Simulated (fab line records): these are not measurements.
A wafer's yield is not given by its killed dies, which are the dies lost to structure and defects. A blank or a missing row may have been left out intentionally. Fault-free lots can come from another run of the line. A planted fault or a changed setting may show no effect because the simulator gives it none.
Which tool did it? + flow berkeley_cmos170 + 21 wafers from 7 lots sampled at 2 of the route's 331 steps

WHAT THE GAUGES SHOWED, per wafer
UCB170_SACOX_THK_MEAS_02.
| lot  | measured    | on            | SACOX_OXIDE_THK (nm) |
|------|-------------|---------------|----------------------|
| L541 | day 5 03:07 | film_metro-04 | 14.30 14.16 14.43    |
| L544 | day 5 17:58 | film_metro-01 | 14.53 14.65 14.73    |
| L546 | day 6 09:29 | film_metro-04 | 14.58 14.70 14.73    |
| L548 | day 6 21:20 | film_metro-03 | 14.32 14.28 14.38    |
| L550 | day 7 08:27 | film_metro-01 | 23.18 23.35 23.09    |
| L553 | day 8 01:46 | film_metro-01 | 22.57 22.86 22.56    |
| L562 | day 9 12:47 | film_metro-01 | 14.30 14.28 14.55    |

TOOL THAT RAN EACH LOT (tool first, then ch and the chambers of the sampled wafers, then the start)
| lot  | UCB170_SACOX_OXIDATION_01    |
|------|------------------------------|
| L541 | furnace-04 ch 0, day 5 01:26 |
| L544 | furnace-04 ch 0, day 5 16:17 |
| L546 | furnace-01 ch 0, day 6 07:48 |
| L548 | furnace-04 ch 0, day 6 19:40 |
| L550 | furnace-01 ch 0, day 7 03:51 |
| L553 | furnace-04 ch 0, day 7 20:46 |
| L562 | furnace-03 ch 0, day 9 11:05 |
- UCB170_SACOX_OXIDATION_01: target thk 14.4 nm, ox time 2400 s.

THE ANSWER, worked out from the rows above alone
Rule: what is usual is taken from the lots themselves. Put in order of their means at a reading, lots are off if they are a third of the lots or fewer, leave a main group of 4 or more, and stand apart from it by a gap of 3 or more times the standard deviation of the main group's means; of several such gaps the widest counts. A main group whose means are all the same, to the digits that the tables above print for the reading, isn't used. A lot without any number at a reading at which 4 lots or more have one is off too. Where the step has rows for the other lots, those lots are counted as sound.
Off: L550, L553, seen at UCB170_SACOX_THK_MEAS_02 (SACOX_OXIDE_THK). For the main group the mean is 14.46 nm and the standard deviation 0.16.
If a tool, at a process step before that reading, ran all the lots that are off and no sound lot after the first of them, it fits. Those tools and the gauges at UCB170_SACOX_THK_MEAS_02 are tried in the same way. No candidate that was tried fits.

WHAT HAD BEEN PUT IN BY THE SIMULATOR
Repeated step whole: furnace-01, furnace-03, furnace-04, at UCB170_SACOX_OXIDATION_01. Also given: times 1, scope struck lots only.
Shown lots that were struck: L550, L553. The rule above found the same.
